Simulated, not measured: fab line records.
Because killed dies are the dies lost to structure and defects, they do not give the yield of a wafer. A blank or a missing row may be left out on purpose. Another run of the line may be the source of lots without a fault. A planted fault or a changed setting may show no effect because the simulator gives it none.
fab line records :: flow rit_cmos
[record]
  lots = 13
  wafers = 39
  last_day = 7
route steps=202 shown GATE@79 FOX2@80 M1@202
lots untouched by any fault: they come from a run of this same line in which no faults occurred
start_h: the number of hours between the record's first day and the start of the first shown wafer of the lot :: wait_h: hours from the lot's prior step to this one :: " same as the row above :: L1.1+2: one row covering several wafers at once :: - value missing, or start not given :: * or withheld: withheld :: < > ~ a bound
route shown NAME@n: names a module that has steps shown in the file, with the first one's number in the route :: usual: average and standard deviation across the fault-free wafers :: same: alike in all rows :: chamber/n: place in a boat :: sites: the reading at each site :: _std_site: the standard deviation of these :: _edge_site: mean of outer sites minus mean of inner sites :: radius_mm: how far each site lies from the wafer's centre :: mask NAME#n: copy n :: behind: the tool/chamber that last shaped the wafer :: hold: cause of the lot's hold/its duration in hours/its outcome :: device: which transistor (n, p or np) failed to switch :: end of line: at the end of the route, the tests of the same wafers :: a step with no rows: only its recipe :: killed: dies that structure and defects cost at the first sort, which is not the same as the wafer's yield :: map: a wafer's dies, marking killed ones x, the rest . and places with no die _
set.NAME: setting as actually run; set.NAME@STEP: the setting as run at that earlier step :: model.NAME: the simulator's own value behind a step, which no gauge read
one table for each step of the route and one row for each wafer, over a sample of lots
services: the hour from which a tool's chamber was out of use, counted from the record's first day as start_h (under 0 if before that day), plus the number of hours and why
[[steps]]
[step RIT_GATE_CLEAN_04]
[recipe]
  chemistry = dHF
  dilution = 50:1
  time_s = 60
  dry = n2_spin
[usual]
  run_length_s = 89/3.9
lot.wafer: L250.3
tool: wet_bench-02
chamber: 3
start_h: 32.46
wait_h: 0.0
run_length_s: 93

lot.wafer: L250.4
tool: wet_bench-02
chamber: 3
start_h: 32.46
wait_h: 0.0
run_length_s: 93

lot.wafer: L250.5
tool: wet_bench-02
chamber: 3
start_h: 32.46
wait_h: 0.0
run_length_s: 93

lot.wafer: L252.3
tool: wet_bench-03
chamber: 0
start_h: 41.76
wait_h: 0.0
run_length_s: 86

lot.wafer: L252.5
tool: wet_bench-03
chamber: 0
start_h: 41.76
wait_h: 0.0
run_length_s: 86

lot.wafer: L252.6
tool: wet_bench-03
chamber: 0
start_h: 41.76
wait_h: 0.0
run_length_s: 86

lot.wafer: L253.2
tool: wet_bench-02
chamber: 2
start_h: 48.53
wait_h: 0.0
run_length_s: 93

lot.wafer: L253.3
tool: wet_bench-02
chamber: 2
start_h: 48.53
wait_h: 0.0
run_length_s: 93

lot.wafer: L253.5
tool: wet_bench-02
chamber: 2
start_h: 48.53
wait_h: 0.0
run_length_s: 93

lot.wafer: L257.1
tool: wet_bench-03
chamber: 1
start_h: 70.72
wait_h: 0.0
run_length_s: 84

lot.wafer: L257.5
tool: wet_bench-03
chamber: 1
start_h: 70.72
wait_h: 0.0
run_length_s: 84

lot.wafer: L257.6
tool: wet_bench-03
chamber: 1
start_h: 70.72
wait_h: 0.0
run_length_s: 84

lot.wafer: L258.3
tool: wet_bench-02
chamber: 0
start_h: 73.63
wait_h: 0.0
run_length_s: 92

lot.wafer: L258.4
tool: wet_bench-02
chamber: 0
start_h: 73.63
wait_h: 0.0
run_length_s: 92

lot.wafer: L258.6
tool: wet_bench-02
chamber: 0
start_h: 73.63
wait_h: 0.0
run_length_s: 92

lot.wafer: L259.3
tool: wet_bench-01
chamber: 0
start_h: 76.75
wait_h: 0.0
run_length_s: 85

lot.wafer: L259.4
tool: wet_bench-01
chamber: 0
start_h: 76.75
wait_h: 0.0
run_length_s: 85

lot.wafer: L259.5
tool: wet_bench-01
chamber: 0
start_h: 76.75
wait_h: 0.0
run_length_s: 85

lot.wafer: L260.1
tool: wet_bench-01
chamber: 3
start_h: 82.37
wait_h: 0.0
run_length_s: 85

lot.wafer: L260.4
tool: wet_bench-01
chamber: 3
start_h: 82.37
wait_h: 0.0
run_length_s: 85

lot.wafer: L260.6
tool: wet_bench-01
chamber: 3
start_h: 82.37
wait_h: 0.0
run_length_s: 85

lot.wafer: L261.2
tool: wet_bench-02
chamber: 0
start_h: 88.63
wait_h: 0.0
run_length_s: 92

lot.wafer: L261.5
tool: wet_bench-02
chamber: 0
start_h: 88.63
wait_h: 0.0
run_length_s: 92

lot.wafer: L261.6
tool: wet_bench-02
chamber: 0
start_h: 88.63
wait_h: 0.0
run_length_s: 92

lot.wafer: L262.2
tool: wet_bench-02
chamber: 0
start_h: 91.77
wait_h: 0.0
run_length_s: 92

lot.wafer: L262.3
tool: wet_bench-02
chamber: 0
start_h: 91.77
wait_h: 0.0
run_length_s: 92

lot.wafer: L262.6
tool: wet_bench-02
chamber: 0
start_h: 91.77
wait_h: 0.0
run_length_s: 92

lot.wafer: L263.2
tool: wet_bench-02
chamber: 1
start_h: 97.07
wait_h: 0.0
run_length_s: 334

lot.wafer: L263.3
tool: wet_bench-02
chamber: 1
start_h: 97.07
wait_h: 0.0
run_length_s: 334

lot.wafer: L263.5
tool: wet_bench-02
chamber: 1
start_h: 97.07
wait_h: 0.0
run_length_s: 334

lot.wafer: L265.1
tool: wet_bench-01
chamber: 0
start_h: 108.97
wait_h: 0.0
run_length_s: 84

lot.wafer: L265.2
tool: wet_bench-01
chamber: 0
start_h: 108.97
wait_h: 0.0
run_length_s: 84

lot.wafer: L265.3
tool: wet_bench-01
chamber: 0
start_h: 108.97
wait_h: 0.0
run_length_s: 84

lot.wafer: L269.1
tool: wet_bench-03
chamber: 1
start_h: 126.76
wait_h: 0.0
run_length_s: 85

lot.wafer: L269.2
tool: wet_bench-03
chamber: 1
start_h: 126.76
wait_h: 0.0
run_length_s: 85

lot.wafer: L269.4
tool: wet_bench-03
chamber: 1
start_h: 126.76
wait_h: 0.0
run_length_s: 85

lot.wafer: L273.2
tool: wet_bench-03
chamber: 2
start_h: 147.14
wait_h: 0.0
run_length_s: 86

lot.wafer: L273.4
tool: wet_bench-03
chamber: 2
start_h: 147.14
wait_h: 0.0
run_length_s: 86

lot.wafer: L273.5
tool: wet_bench-03
chamber: 2
start_h: 147.14
wait_h: 0.0
run_length_s: 86
[step RIT_FOX2_THK_MEAS_91]
[recipe]
  reads = SiO2_of_FOX2_OXIDATION_00
[usual]
  FIELD_OXIDE_LEFT_2_THK = 256/7.9
lot.wafer: L250.3
tool: film_metro-01
chamber: -
start_h: 32.50
wait_h: 0.0
FIELD_OXIDE_LEFT_2_THK[nm]: 230

lot.wafer: L250.4
tool: film_metro-01
chamber: -
start_h: 32.50
wait_h: 0.0
FIELD_OXIDE_LEFT_2_THK[nm]: 231

lot.wafer: L250.5
tool: film_metro-01
chamber: -
start_h: 32.50
wait_h: 0.0
FIELD_OXIDE_LEFT_2_THK[nm]: 228

lot.wafer: L252.3
tool: film_metro-01
chamber: -
start_h: 41.81
wait_h: 0.0
FIELD_OXIDE_LEFT_2_THK[nm]: 257

lot.wafer: L252.5
tool: film_metro-01
chamber: -
start_h: 41.81
wait_h: 0.0
FIELD_OXIDE_LEFT_2_THK[nm]: 257

lot.wafer: L252.6
tool: film_metro-01
chamber: -
start_h: 41.81
wait_h: 0.0
FIELD_OXIDE_LEFT_2_THK[nm]: 255

lot.wafer: L253.2
tool: film_metro-01
chamber: -
start_h: 48.56
wait_h: 0.0
FIELD_OXIDE_LEFT_2_THK[nm]: 260

lot.wafer: L253.3
tool: film_metro-01
chamber: -
start_h: 48.56
wait_h: 0.0
FIELD_OXIDE_LEFT_2_THK[nm]: 261

lot.wafer: L253.5
tool: film_metro-01
chamber: -
start_h: 48.56
wait_h: 0.0
FIELD_OXIDE_LEFT_2_THK[nm]: 267

lot.wafer: L257.1
tool: film_metro-01
chamber: -
start_h: 70.75
wait_h: 0.0
FIELD_OXIDE_LEFT_2_THK[nm]: 256

lot.wafer: L257.5
tool: film_metro-01
chamber: -
start_h: 70.75
wait_h: 0.0
FIELD_OXIDE_LEFT_2_THK[nm]: 253

lot.wafer: L257.6
tool: film_metro-01
chamber: -
start_h: 70.75
wait_h: 0.0
FIELD_OXIDE_LEFT_2_THK[nm]: 252

lot.wafer: L258.3
tool: film_metro-04
chamber: -
start_h: 73.67
wait_h: 0.0
FIELD_OXIDE_LEFT_2_THK[nm]: 265

lot.wafer: L258.4
tool: film_metro-04
chamber: -
start_h: 73.67
wait_h: 0.0
FIELD_OXIDE_LEFT_2_THK[nm]: 268

lot.wafer: L258.6
tool: film_metro-04
chamber: -
start_h: 73.67
wait_h: 0.0
FIELD_OXIDE_LEFT_2_THK[nm]: 269

lot.wafer: L259.3
tool: film_metro-03
chamber: -
start_h: 76.79
wait_h: 0.0
FIELD_OXIDE_LEFT_2_THK[nm]: 261

lot.wafer: L259.4
tool: film_metro-03
chamber: -
start_h: 76.79
wait_h: 0.0
FIELD_OXIDE_LEFT_2_THK[nm]: 262

lot.wafer: L259.5
tool: film_metro-03
chamber: -
start_h: 76.79
wait_h: 0.0
FIELD_OXIDE_LEFT_2_THK[nm]: 263

lot.wafer: L260.1
tool: film_metro-04
chamber: -
start_h: 82.39
wait_h: 0.0
FIELD_OXIDE_LEFT_2_THK[nm]: 258

lot.wafer: L260.4
tool: film_metro-04
chamber: -
start_h: 82.39
wait_h: 0.0
FIELD_OXIDE_LEFT_2_THK[nm]: 258

lot.wafer: L260.6
tool: film_metro-04
chamber: -
start_h: 82.39
wait_h: 0.0
FIELD_OXIDE_LEFT_2_THK[nm]: 253

lot.wafer: L261.2
tool: film_metro-04
chamber: -
start_h: 88.66
wait_h: 0.0
FIELD_OXIDE_LEFT_2_THK[nm]: 251

lot.wafer: L261.5
tool: film_metro-04
chamber: -
start_h: 88.66
wait_h: 0.0
FIELD_OXIDE_LEFT_2_THK[nm]: 256

lot.wafer: L261.6
tool: film_metro-04
chamber: -
start_h: 88.66
wait_h: 0.0
FIELD_OXIDE_LEFT_2_THK[nm]: 255

lot.wafer: L262.2
tool: film_metro-03
chamber: -
start_h: 91.80
wait_h: 0.0
FIELD_OXIDE_LEFT_2_THK[nm]: 254

lot.wafer: L262.3
tool: film_metro-03
chamber: -
start_h: 91.80
wait_h: 0.0
FIELD_OXIDE_LEFT_2_THK[nm]: 251

lot.wafer: L262.6
tool: film_metro-03
chamber: -
start_h: 91.80
wait_h: 0.0
FIELD_OXIDE_LEFT_2_THK[nm]: 253

lot.wafer: L263.2
tool: film_metro-04
chamber: -
start_h: 97.11
wait_h: -
FIELD_OXIDE_LEFT_2_THK[nm]: 227

lot.wafer: L263.3
tool: film_metro-04
chamber: -
start_h: 97.11
wait_h: -
FIELD_OXIDE_LEFT_2_THK[nm]: 237

lot.wafer: L263.5
tool: film_metro-04
chamber: -
start_h: 97.11
wait_h: -
FIELD_OXIDE_LEFT_2_THK[nm]: 237

lot.wafer: L265.1
tool: film_metro-04
chamber: -
start_h: 108.99
wait_h: 0.0
FIELD_OXIDE_LEFT_2_THK[nm]: 258

lot.wafer: L265.2
tool: film_metro-04
chamber: -
start_h: 108.99
wait_h: 0.0
FIELD_OXIDE_LEFT_2_THK[nm]: 253

lot.wafer: L265.3
tool: film_metro-04
chamber: -
start_h: 108.99
wait_h: 0.0
FIELD_OXIDE_LEFT_2_THK[nm]: 254

lot.wafer: L269.1
tool: film_metro-03
chamber: -
start_h: 126.79
wait_h: 0.0
FIELD_OXIDE_LEFT_2_THK[nm]: 254

lot.wafer: L269.2
tool: film_metro-03
chamber: -
start_h: 126.79
wait_h: 0.0
FIELD_OXIDE_LEFT_2_THK[nm]: 255

lot.wafer: L269.4
tool: film_metro-03
chamber: -
start_h: 126.79
wait_h: 0.0
FIELD_OXIDE_LEFT_2_THK[nm]: 253

lot.wafer: L273.2
tool: film_metro-04
chamber: -
start_h: 147.18
wait_h: 0.0
FIELD_OXIDE_LEFT_2_THK[nm]: 255

lot.wafer: L273.4
tool: film_metro-04
chamber: -
start_h: 147.18
wait_h: 0.0
FIELD_OXIDE_LEFT_2_THK[nm]: 258

lot.wafer: L273.5
tool: film_metro-04
chamber: -
start_h: 147.18
wait_h: 0.0
FIELD_OXIDE_LEFT_2_THK[nm]: 264
[step RIT_M1_PROBE_99]
[usual]
  killed_at_front_end = 6.5/3
  killed_dies = 7/3
  killed_open = 3.2/2
  killed_short = 3.2/1.9
[same]
  gross_dies = 264
  killed_at_M0_to_M3 = 0
  killed_at_M4_up = 0
  killed_at_back_side = 0
  killed_at_contacts = 0
  killed_at_other = 0
lot.wafer: L250.3
tool: prober-01
chamber: -
start_h: 58.92
wait_h: 0.2
killed_at_front_end: 11
killed_dies: 11
killed_open: 5
killed_short: 6

lot.wafer: L250.4
tool: prober-01
chamber: -
start_h: 58.97
wait_h: 0.2
killed_at_front_end: 7
killed_dies: 7
killed_open: 4
killed_short: 3

lot.wafer: L250.5
tool: prober-01
chamber: -
start_h: 59.02
wait_h: 0.2
killed_at_front_end: 9
killed_dies: 9
killed_open: 3
killed_short: 6

lot.wafer: L252.3
tool: prober-01
chamber: -
start_h: 71.47
wait_h: 0.2
killed_at_front_end: 9
killed_dies: 9
killed_open: 2
killed_short: 7

lot.wafer: L252.5
tool: prober-01
chamber: -
start_h: 71.57
wait_h: 0.2
killed_at_front_end: 6
killed_dies: 6
killed_open: 2
killed_short: 4

lot.wafer: L252.6
tool: prober-01
chamber: -
start_h: 71.62
wait_h: 0.2
killed_at_front_end: 6
killed_dies: 6
killed_open: 2
killed_short: 4

lot.wafer: L253.2
tool: prober-02
chamber: -
start_h: 75.54
wait_h: 0.1
killed_at_front_end: 4
killed_dies: 4
killed_open: 4
killed_short: 0

lot.wafer: L253.3
tool: prober-02
chamber: -
start_h: 75.59
wait_h: 0.2
killed_at_front_end: 0
killed_dies: 0
killed_open: 0
killed_short: 0

lot.wafer: L253.5
tool: prober-02
chamber: -
start_h: 75.69
wait_h: 0.2
killed_at_front_end: 3
killed_dies: 3
killed_open: 2
killed_short: 1

lot.wafer: L257.1
tool: prober-02
chamber: -
start_h: 97.59
wait_h: 0.1
killed_at_front_end: 8
killed_dies: 8
killed_open: 4
killed_short: 4

lot.wafer: L257.5
tool: prober-02
chamber: -
start_h: 97.79
wait_h: 0.2
killed_at_front_end: 6
killed_dies: 6
killed_open: 5
killed_short: 1

lot.wafer: L257.6
tool: prober-02
chamber: -
start_h: 97.84
wait_h: 0.2
killed_at_front_end: 10
killed_dies: 10
killed_open: 1
killed_short: 9

lot.wafer: L258.3
tool: prober-01
chamber: -
start_h: 98.77
wait_h: 0.2
killed_at_front_end: 2
killed_dies: 2
killed_open: 1
killed_short: 1

lot.wafer: L258.4
tool: prober-01
chamber: -
start_h: 98.82
wait_h: 0.2
killed_at_front_end: 2
killed_dies: 2
killed_open: 0
killed_short: 2

lot.wafer: L258.6
tool: prober-01
chamber: -
start_h: 98.92
wait_h: 0.2
killed_at_front_end: 3
killed_dies: 3
killed_open: 3
killed_short: 0

lot.wafer: L259.3
tool: prober-02
chamber: -
start_h: 101.81
wait_h: 0.2
killed_at_front_end: 6
killed_dies: 6
killed_open: 3
killed_short: 3

lot.wafer: L259.4
tool: prober-02
chamber: -
start_h: 101.86
wait_h: 0.2
killed_at_front_end: 6
killed_dies: 6
killed_open: 2
killed_short: 4

lot.wafer: L259.5
tool: prober-02
chamber: -
start_h: 101.91
wait_h: 0.2
killed_at_front_end: 4
killed_dies: 4
killed_open: 2
killed_short: 2

lot.wafer: L260.1
tool: prober-01
chamber: -
start_h: 109.99
wait_h: 0.1
killed_at_front_end: 10
killed_dies: 10
killed_open: 4
killed_short: 6

lot.wafer: L260.4
tool: prober-01
chamber: -
start_h: 110.14
wait_h: 0.2
killed_at_front_end: 5
killed_dies: 5
killed_open: 0
killed_short: 5

lot.wafer: L260.6
tool: prober-01
chamber: -
start_h: 110.24
wait_h: 0.2
killed_at_front_end: 7
killed_dies: 7
killed_open: 4
killed_short: 3

lot.wafer: L261.2
tool: prober-02
chamber: -
start_h: 112.90
wait_h: 0.1
killed_at_front_end: 2
killed_dies: 2
killed_open: 2
killed_short: 0

lot.wafer: L261.5
tool: prober-02
chamber: -
start_h: 113.05
wait_h: 0.2
killed_at_front_end: 8
killed_dies: 8
killed_open: 5
killed_short: 3

lot.wafer: L261.6
tool: prober-02
chamber: -
start_h: 113.10
wait_h: 0.2
killed_at_front_end: 2
killed_dies: 2
killed_open: 1
killed_short: 1

lot.wafer: L262.2
tool: prober-01
chamber: -
start_h: 116.73
wait_h: 0.1
killed_at_front_end: 5
killed_dies: 5
killed_open: 3
killed_short: 2

lot.wafer: L262.3
tool: prober-01
chamber: -
start_h: 116.78
wait_h: 0.2
killed_at_front_end: 3
killed_dies: 3
killed_open: 1
killed_short: 2

lot.wafer: L262.6
tool: prober-01
chamber: -
start_h: 116.93
wait_h: 0.2
killed_at_front_end: 7
killed_dies: 7
killed_open: 3
killed_short: 4

lot.wafer: L263.2
tool: prober-02
chamber: -
start_h: 121.86
wait_h: 0.1
killed_at_front_end: 6
killed_dies: 6
killed_open: 0
killed_short: 6

lot.wafer: L263.3
tool: prober-02
chamber: -
start_h: 121.91
wait_h: 0.2
killed_at_front_end: 4
killed_dies: 4
killed_open: 2
killed_short: 2

lot.wafer: L263.5
tool: prober-02
chamber: -
start_h: 122.01
wait_h: 0.2
killed_at_front_end: 10
killed_dies: 10
killed_open: 3
killed_short: 7

lot.wafer: L265.1
tool: prober-02
chamber: -
start_h: 133.92
wait_h: 0.1
killed_at_front_end: 5
killed_dies: 5
killed_open: 1
killed_short: 2

lot.wafer: L265.2
tool: prober-02
chamber: -
start_h: 133.97
wait_h: 0.1
killed_at_front_end: 2
killed_dies: 2
killed_open: 2
killed_short: 0

lot.wafer: L265.3
tool: prober-02
chamber: -
start_h: 134.02
wait_h: 0.2
killed_at_front_end: 9
killed_dies: 9
killed_open: 6
killed_short: 2

lot.wafer: L269.1
tool: prober-02
chamber: -
start_h: 153.08
wait_h: 0.1
killed_at_front_end: 2
killed_dies: 2
killed_open: 1
killed_short: 1

lot.wafer: L269.2
tool: prober-02
chamber: -
start_h: 153.13
wait_h: 0.1
killed_at_front_end: 7
killed_dies: 7
killed_open: 4
killed_short: 3

lot.wafer: L269.4
tool: prober-02
chamber: -
start_h: 153.23
wait_h: 0.2
killed_at_front_end: 4
killed_dies: 4
killed_open: 2
killed_short: 2

lot.wafer: L273.2
tool: prober-02
chamber: -
start_h: 171.46
wait_h: 0.1
killed_at_front_end: 4
killed_dies: 4
killed_open: 2
killed_short: 2

lot.wafer: L273.4
tool: prober-02
chamber: -
start_h: 171.56
wait_h: 0.2
killed_at_front_end: 8
killed_dies: 8
killed_open: 4
killed_short: 4

lot.wafer: L273.5
tool: prober-02
chamber: -
start_h: 171.61
wait_h: 0.2
killed_at_front_end: 4
killed_dies: 4
killed_open: 1
killed_short: 3
// killed by level:class
L250.3 GATE:geometric_particle:open=5 GATE:geometric_particle:short=3 REOX:geometric_particle:short=1 SPACER:geometric_particle:short=1 SILICIDE:geometric_particle:short=1
L250.4 REOX:geometric_particle:open=2 FOX2:geometric_particle:open=1 GATE:geometric_particle:open=1 GATE:geometric_particle:short=1 SPACER:geometric_particle:short=1 SILICIDE:geometric_particle:short=1
L250.5 GATE:geometric_particle:short=6 GATE:geometric_particle:open=2 FOX1:geometric_particle:open=1
L252.3 REOX:geometric_particle:short=4 GATE:geometric_particle:short=2 SPACER:geometric_particle:open=1 GATE:geometric_particle:open=1 SPACER:geometric_particle:short=1
L252.5 FOX1:geometric_particle:short=1 FOX2:geometric_particle:short=1 GATE:geometric_particle:short=1 GATE:geometric_particle:open=1 REOX:geometric_particle:open=1 SPACER:geometric_particle:short=1
L252.6 REOX:geometric_particle:short=2 FOX2:geometric_particle:short=1 GATE:geometric_particle:short=1 GATE:geometric_particle:open=1 REOX:geometric_particle:open=1
L253.2 FOX1:geometric_particle:open=2 SILICIDE:geometric_particle:open=2
L253.5 GATE:geometric_particle:open=1 GATE:geometric_particle:short=1 SILICIDE:geometric_particle:open=1
L257.1 REOX:geometric_particle:open=2 SILICIDE:geometric_particle:short=2 FOX1:geometric_particle:open=1 FOX1:geometric_particle:short=1 GATE:geometric_particle:open=1 GATE:geometric_particle:short=1
L257.5 REOX:geometric_particle:open=3 FOX1:geometric_particle:open=2 FOX1:geometric_particle:short=1
L257.6 GATE:geometric_particle:short=4 SILICIDE:geometric_particle:short=2 FOX2:geometric_particle:open=1 FOX2:geometric_particle:short=1 REOX:geometric_particle:short=1 SPACER:geometric_particle:short=1
L258.3 GATE:geometric_particle:open=1 SILICIDE:geometric_particle:short=1
L258.4 REOX:geometric_particle:short=1 SILICIDE:geometric_particle:short=1
L258.6 FOX1:geometric_particle:open=1 FOX2:geometric_particle:open=1 SPACER:geometric_particle:open=1
L259.3 SILICIDE:geometric_particle:open=3 GATE:geometric_particle:short=2 SPACER:geometric_particle:short=1
L259.4 REOX:geometric_particle:short=2 FOX2:geometric_particle:open=1 GATE:geometric_particle:short=1 SPACER:geometric_particle:short=1 SILICIDE:geometric_particle:open=1
L259.5 GATE:geometric_particle:short=2 FOX2:geometric_particle:open=1 SPACER:geometric_particle:open=1
L260.1 FOX1:geometric_particle:open=3 REOX:geometric_particle:short=2 SPACER:geometric_particle:short=2 FOX1:geometric_particle:short=1 SILICIDE:geometric_particle:open=1 SILICIDE:geometric_particle:short=1
L260.4 GATE:geometric_particle:short=2 SILICIDE:geometric_particle:short=2 REOX:geometric_particle:short=1
L260.6 GATE:geometric_particle:short=3 SILICIDE:geometric_particle:open=2 FOX2:geometric_particle:open=1 GATE:geometric_particle:open=1
L261.2 FOX2:geometric_particle:open=1 REOX:geometric_particle:open=1
L261.5 GATE:geometric_particle:open=3 GATE:geometric_particle:short=2 FOX1:geometric_particle:open=1 SPACER:geometric_particle:open=1 SILICIDE:geometric_particle:short=1
L261.6 SPACER:geometric_particle:short=1 SILICIDE:geometric_particle:open=1
L262.2 GATE:geometric_particle:open=2 GATE:geometric_particle:short=2 SPACER:geometric_particle:open=1
L262.3 GATE:geometric_particle:short=1 GATE:geometric_particle:open=1 SILICIDE:geometric_particle:short=1
L262.6 GATE:geometric_particle:open=2 SPACER:geometric_particle:short=2 GATE:geometric_particle:short=1 SPACER:geometric_particle:open=1 SILICIDE:geometric_particle:short=1
L263.2 SILICIDE:geometric_particle:short=2 FOX2:geometric_particle:short=1 GATE:geometric_particle:short=1 REOX:geometric_particle:short=1 SPACER:geometric_particle:short=1
L263.3 FOX1:geometric_particle:short=2 GATE:geometric_particle:open=1 REOX:geometric_particle:open=1
L263.5 FOX1:geometric_particle:short=4 SPACER:geometric_particle:short=2 FOX1:geometric_particle:open=1 GATE:geometric_particle:short=1 REOX:geometric_particle:open=1 SPACER:geometric_particle:open=1
L265.1 NSD:coat_microbubble_printed=2 GATE:geometric_particle:short=1 GATE:geometric_particle:open=1 SILICIDE:geometric_particle:short=1
L265.2 GATE:geometric_particle:open=2
L265.3 GATE:geometric_particle:open=4 SILICIDE:geometric_particle:open=2 GATE:geometric_particle:short=1 SPACER:geometric_particle:short=1 NSD:coat_microbubble_printed=1
L269.1 GATE:geometric_particle:open=1 SPACER:geometric_particle:short=1
L269.2 REOX:geometric_particle:open=3 REOX:geometric_particle:short=2 GATE:geometric_particle:open=1 SPACER:geometric_particle:short=1
L269.4 GATE:geometric_particle:short=2 REOX:geometric_particle:open=1 SPACER:geometric_particle:open=1
L273.2 GATE:geometric_particle:short=2 GATE:geometric_particle:open=1 SILICIDE:geometric_particle:open=1
L273.4 GATE:geometric_particle:open=2 FOX1:geometric_particle:open=1 FOX1:geometric_particle:short=1 GATE:geometric_particle:short=1 REOX:geometric_particle:short=1 SPACER:geometric_particle:open=1 SPACER:geometric_particle:short=1
L273.5 FOX1:geometric_particle:short=1 SILICIDE:geometric_particle:short=1 FOX1:geometric_particle:open=1 SPACER:geometric_particle:short=1
[[services]]
tool: wet_bench-02
chamber: -
start_h: 64.77
hours: 3.3
kind: repair
[[key]]
[first_sign]
  step = RIT_GATE_CLEAN_04
  reading = run_length_s
  direction = up
  sigmas = 63
  usual = *
  struck = *
[effect]
  step = RIT_FOX2_THK_MEAS_91
  reading = FIELD_OXIDE_LEFT_2_THK
  direction = down
  sigmas = 2.8
  usual = 256
  struck = 234
met_at RIT_GATE_CLEAN_04
struck_lots L263
struck_wafers L263.2,L263.3,L263.5
tester_left_out L263
[fault]
  kind = process_parameter_drift
  tool = wet_bench-02
  chamber = 1
  onset_h = 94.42
  steps = RIT_GATE_CLEAN_04
  channel = time_s
  offset = *
  shape = step
  end_h = 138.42
  acts_in = *
  stated = *
// tester_left_out: of these lots the tester's yield and bins aren't shown, on N5 and GAA mostly nor the transistor test; their killed dies are dies lost to structure and defects alone, not to doping, threshold or leakage, so they don't give the yield
